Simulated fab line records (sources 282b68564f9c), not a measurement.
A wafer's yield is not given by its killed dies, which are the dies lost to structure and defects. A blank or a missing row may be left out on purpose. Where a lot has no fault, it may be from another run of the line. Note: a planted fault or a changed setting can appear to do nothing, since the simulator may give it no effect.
Which tool is to blame? :: flow rit-cmos :: 14 lots with 42 wafers sampled at 5 steps, on a route of 202 steps

WHAT THE GAUGES SHOWED, per wafer
RIT_NWELL_OVL_MEAS_06. Usual: NWELL_OVL typically reads 0.5 nm, with standard deviation 1.2.
lot: L406
measured: day 1 22:02
on: overlay-01
NWELL_OVL (nm): 0.9 0.4 1.9
flag: 

lot: L407
measured: day 2 03:07
on: overlay-01
NWELL_OVL (nm): 0.5 1.0 1.0
flag: 

lot: L408
measured: day 2 07:49
on: overlay-01
NWELL_OVL (nm): -0.3 -0.7 1.0
flag: 

lot: L409
measured: day 2 12:49
on: overlay-01
NWELL_OVL (nm): 2.6 2.1 1.5
flag: 

lot: L410
measured: day 2 18:08
on: overlay-01
NWELL_OVL (nm): -1.3 1.6 0.7
flag: 

lot: L411
measured: day 2 23:28
on: overlay-01
NWELL_OVL (nm): 2.2 -0.1 0.1
flag: 

lot: L419
measured: day 4 15:52
on: overlay-01
NWELL_OVL (nm): 0.6 2.3 1.4
flag: 

lot: L421
measured: day 5 01:56
on: overlay-01
NWELL_OVL (nm): -0.9 -0.6 -1.7
flag: 

lot: L423
measured: day 5 10:45
on: overlay-01
NWELL_OVL (nm): -0.4 0.9 0.9
flag: 

lot: L424
measured: day 5 16:54
on: overlay-01
NWELL_OVL (nm): -0.7 -0.2 0.0
flag: 

lot: L425
measured: day 5 21:01
on: overlay-01
NWELL_OVL (nm): 0.1 -0.5 0.0
flag: 

lot: L426
measured: day 6 01:05
on: overlay-02
NWELL_OVL (nm): -1.4 0.4 0.1
flag: 

lot: L428
measured: day 6 12:34
on: overlay-01
NWELL_OVL (nm): -0.9 -1.0 -1.1
flag: 

lot: L429
measured: day 6 16:36
on: overlay-02
NWELL_OVL (nm): -0.7 -1.5 0.2
flag: 

RIT_PRETRO_TW_MEAS_10. Usual: PRETRO_TW typically reads 470, with standard deviation 3.3.
lot: L406
measured: day 2 09:13
on: film-metro-04
PRETRO_TW: 467 471 469
flag: 

lot: L407
measured: day 2 14:32
on: film-metro-02
PRETRO_TW: 472 475 471
flag: 

lot: L408
measured: day 2 20:14
on: film-metro-03
PRETRO_TW: 472 474 470
flag: 

lot: L409
measured: day 3 00:31
on: film-metro-04
PRETRO_TW: 467 468 469
flag: 

lot: L410
measured: day 3 05:43
on: film-metro-02
PRETRO_TW: 472 468 472
flag: 

lot: L411
measured: day 3 11:05
on: film-metro-02
PRETRO_TW: 470 474 473
flag: 

lot: L419
measured: day 5 03:28
on: film-metro-04
PRETRO_TW: 566 568 566
flag: OFF

lot: L421
measured: day 5 13:47
on: film-metro-02
PRETRO_TW: 575 578 576
flag: OFF

lot: L423
measured: day 5 21:54
on: film-metro-04
PRETRO_TW: 465 465 466
flag: 

lot: L424
measured: day 6 03:48
on: film-metro-03
PRETRO_TW: 474 475 476
flag: 

lot: L425
measured: day 6 08:09
on: film-metro-03
PRETRO_TW: 475 473 473
flag: 

lot: L426
measured: day 6 12:15
on: film-metro-04
PRETRO_TW: 468 467 469
flag: 

lot: L428
measured: day 6 23:20
on: film-metro-04
PRETRO_TW: 468 468 468
flag: 

lot: L429
measured: day 7 04:33
on: film-metro-04
PRETRO_TW: 468 463 464
flag: 

RIT_GATE_THK_MEAS_09. Usual: GATE_POLY_THK typically reads 250 nm, with standard deviation 3.1.
lot: L406
measured: day 2 18:17
on: film-metro-04
GATE_POLY_THK (nm): 250 249 249
flag: 

lot: L407
measured: day 2 23:14
on: film-metro-01
GATE_POLY_THK (nm): 252 250 252
flag: 

lot: L408
measured: day 3 00:51
on: film-metro-03
GATE_POLY_THK (nm): 256 253 255
flag: 

lot: L409
measured: day 3 07:04
on: film-metro-04
GATE_POLY_THK (nm): 250 251 251
flag: 

lot: L410
measured: day 3 14:05
on: film-metro-04
GATE_POLY_THK (nm): 249 248 249
flag: 

lot: L411
measured: day 3 17:16
on: film-metro-04
GATE_POLY_THK (nm): 254 253 251
flag: 

lot: L419
measured: day 5 07:24
on: film-metro-03
GATE_POLY_THK (nm): 246 249 246
flag: 

lot: L421
measured: day 5 19:58
on: film-metro-04
GATE_POLY_THK (nm): 245 245 246
flag: 

lot: L423
measured: day 6 02:08
on: film-metro-01
GATE_POLY_THK (nm): 246 244 248
flag: 

lot: L424
measured: day 6 11:26
on: film-metro-01
GATE_POLY_THK (nm): 250 250 250
flag: 

lot: L425
measured: day 6 12:56
on: film-metro-03
GATE_POLY_THK (nm): 245 245 247
flag: 

lot: L426
measured: day 6 16:37
on: film-metro-04
GATE_POLY_THK (nm): 248 248 246
flag: 

lot: L428
measured: day 7 02:52
on: film-metro-04
GATE_POLY_THK (nm): 257 256 257
flag: 

lot: L429
measured: day 7 12:07
on: film-metro-03
GATE_POLY_THK (nm): 251 251 251
flag: 

RIT_SDANNEAL_RS_MEAS_07: measures by four-point-probe. Usual: NLDD_RS typically reads 151.6 ohm/sq, with standard deviation 0.53.
lot: L406
measured: day 3 08:04
on: film-metro-03
NLDD_RS (ohm/sq): 151.0 151.2 151.1
flag: 

lot: L407
measured: day 3 14:08
on: film-metro-01
NLDD_RS (ohm/sq): 151.6 152.0 151.3
flag: 

lot: L408
measured: day 3 17:26
on: film-metro-02
NLDD_RS (ohm/sq): 152.7 152.5 153.1
flag: 

lot: L409
measured: day 3 23:40
on: film-metro-02
NLDD_RS (ohm/sq): 152.0 152.1 152.3
flag: 

lot: L410
measured: day 4 04:13
on: film-metro-02
NLDD_RS (ohm/sq): 151.9 151.8 151.5
flag: 

lot: L411
measured: day 4 09:01
on: film-metro-01
NLDD_RS (ohm/sq): 151.3 151.6 151.0
flag: 

lot: L419
measured: day 5 22:55
on: film-metro-01
NLDD_RS (ohm/sq): 152.4 152.4 152.0
flag: 

lot: L421
measured: day 6 10:58
on: film-metro-01
NLDD_RS (ohm/sq): 150.9 151.2 151.1
flag: 

lot: L423
measured: day 6 17:43
on: film-metro-03
NLDD_RS (ohm/sq): 151.4 151.2 151.4
flag: 

lot: L424
measured: day 7 01:52
on: film-metro-01
NLDD_RS (ohm/sq): 151.2 151.3 151.6
flag: 

lot: L425
measured: day 7 03:57
on: film-metro-01
NLDD_RS (ohm/sq): 151.4 150.6 151.1
flag: 

lot: L426
measured: day 7 07:38
on: film-metro-01
NLDD_RS (ohm/sq): 152.1 151.7 151.8
flag: 

lot: L428
measured: day 7 18:57
on: film-metro-01
NLDD_RS (ohm/sq): 151.5 152.4 151.6
flag: 

lot: L429
measured: day 8 02:02
on: film-metro-01
NLDD_RS (ohm/sq): 151.9 152.4 152.0
flag: 

WHAT TOOL EACH LOT RAN ON (gives the tool, then ch and the chambers of the sampled wafers, and finally the start)
lot: L406
RIT_PRETRO_IMPLANT_08: implanter-01 ch 0, day 2 08:56

lot: L407
RIT_PRETRO_IMPLANT_08: implanter-01 ch 0, day 2 14:15

lot: L408
RIT_PRETRO_IMPLANT_08: implanter-01 ch 0, day 2 19:56

lot: L409
RIT_PRETRO_IMPLANT_08: implanter-01 ch 0, day 3 00:13

lot: L410
RIT_PRETRO_IMPLANT_08: implanter-01 ch 0, day 3 05:23

lot: L411
RIT_PRETRO_IMPLANT_08: implanter-03 ch 0, day 3 10:45

lot: L419
RIT_PRETRO_IMPLANT_08: implanter-03 ch 0, day 5 03:09

lot: L421
RIT_PRETRO_IMPLANT_08: implanter-03 ch 0, day 5 13:28

lot: L423
RIT_PRETRO_IMPLANT_08: implanter-01 ch 0, day 5 21:35

lot: L424
RIT_PRETRO_IMPLANT_08: implanter-02 ch 0, day 6 03:30

lot: L425
RIT_PRETRO_IMPLANT_08: implanter-01 ch 0, day 6 07:49

lot: L426
RIT_PRETRO_IMPLANT_08: implanter-02 ch 0, day 6 11:56

lot: L428
RIT_PRETRO_IMPLANT_08: implanter-01 ch 0, day 6 23:01

lot: L429
RIT_PRETRO_IMPLANT_08: implanter-01 ch 0, day 7 04:14
- RIT_PRETRO_IMPLANT_08

AS READ BY THE TOOLS THEMSELVES (means over the sampled wafers that have a number; for cases with no such wafer, the mark the record gives instead)
RIT_PRETRO_IMPLANT_08. Usual: dose-ions-cm2 1.2e+13, standard deviation 1.4e+10; faraday-current-uA 38.1, standard deviation 0.71.
lot: L406
tool: implanter-01
dose-ions-cm2: 1.2e+13
faraday-current-uA: 37.9
flag: 

lot: L407
tool: implanter-01
dose-ions-cm2: 1.2e+13
faraday-current-uA: 38.0
flag: 

lot: L408
tool: implanter-01
dose-ions-cm2: 1.2e+13
faraday-current-uA: 37.8
flag: 

lot: L409
tool: implanter-01
dose-ions-cm2: 1.2e+13
faraday-current-uA: 37.8
flag: 

lot: L410
tool: implanter-01
dose-ions-cm2: 1.2e+13
faraday-current-uA: 38.5
flag: 

lot: L411
tool: implanter-03
dose-ions-cm2: 1.2e+13
faraday-current-uA: 38.8
flag: 

lot: L419
tool: implanter-03
dose-ions-cm2: 2.3e+13
faraday-current-uA: 71.0
flag: OFF

lot: L421
tool: implanter-03
dose-ions-cm2: 2.2e+13
faraday-current-uA: 70.9
flag: OFF

lot: L423
tool: implanter-01
dose-ions-cm2: 1.2e+13
faraday-current-uA: 37.8
flag: 

lot: L424
tool: implanter-02
dose-ions-cm2: 1.2e+13
faraday-current-uA: 37.4
flag: 

lot: L425
tool: implanter-01
dose-ions-cm2: 1.2e+13
faraday-current-uA: 38.8
flag: 

lot: L426
tool: implanter-02
dose-ions-cm2: 1.2e+13
faraday-current-uA: 37.3
flag: 

lot: L428
tool: implanter-01
dose-ions-cm2: 1.2e+13
faraday-current-uA: 37.8
flag: 

lot: L429
tool: implanter-01
dose-ions-cm2: 1.2e+13
faraday-current-uA: 39.0
flag: 

THE ANSWER, worked out from the rows above alone
Rule: a lot is off if the mean of its wafers that have a number lies more than 3 standard deviations from the usual mean. A lot without any number at a reading at which 4 lots or more have one is off too. The other lots that the step has rows for count as sound. The gauges are gone through in route order, then the tools' own readings, and for those a lot's mean is taken as printed above. The first step at which some lot is off is used, and at that step the reading that is off furthest; a lot without a number counts as furthest.
Off: L419, L421, seen at RIT_PRETRO_TW_MEAS_10 (PRETRO_TW).
A tool fits if, at a process step before that reading, it ran every lot that is off, and no sound lot after the first of them. The gauges at RIT_PRETRO_TW_MEAS_10 aren't tried: what is off there is off at RIT_PRETRO_IMPLANT_08 too, on other tools, and a gauge's error can't cause that. One candidate fits, namely implanter-03 at RIT_PRETRO_IMPLANT_08. Its last sound lot is L411 (day 3 10:45), its first lot that is off L419 (day 5 03:09): a fault that began between those two fits.
The tool's own readings at RIT_PRETRO_IMPLANT_08 bear it out: on the lots that are off they differ by more than 5 times the standard deviation of the sound lots' means. dose-ions-cm2 reads 2.2e+13 there against 1.2e+13 on the sound lots; faraday-current-uA reads 71.0 there against 38.1 on the sound lots.

WHAT WAS PUT IN BY THE SIMULATOR
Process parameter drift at RIT_PRETRO_IMPLANT_08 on implanter-03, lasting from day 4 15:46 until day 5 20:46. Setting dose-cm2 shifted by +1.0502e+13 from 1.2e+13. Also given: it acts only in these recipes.
Shown lots that were struck: L419, L421. The rule above found the same.
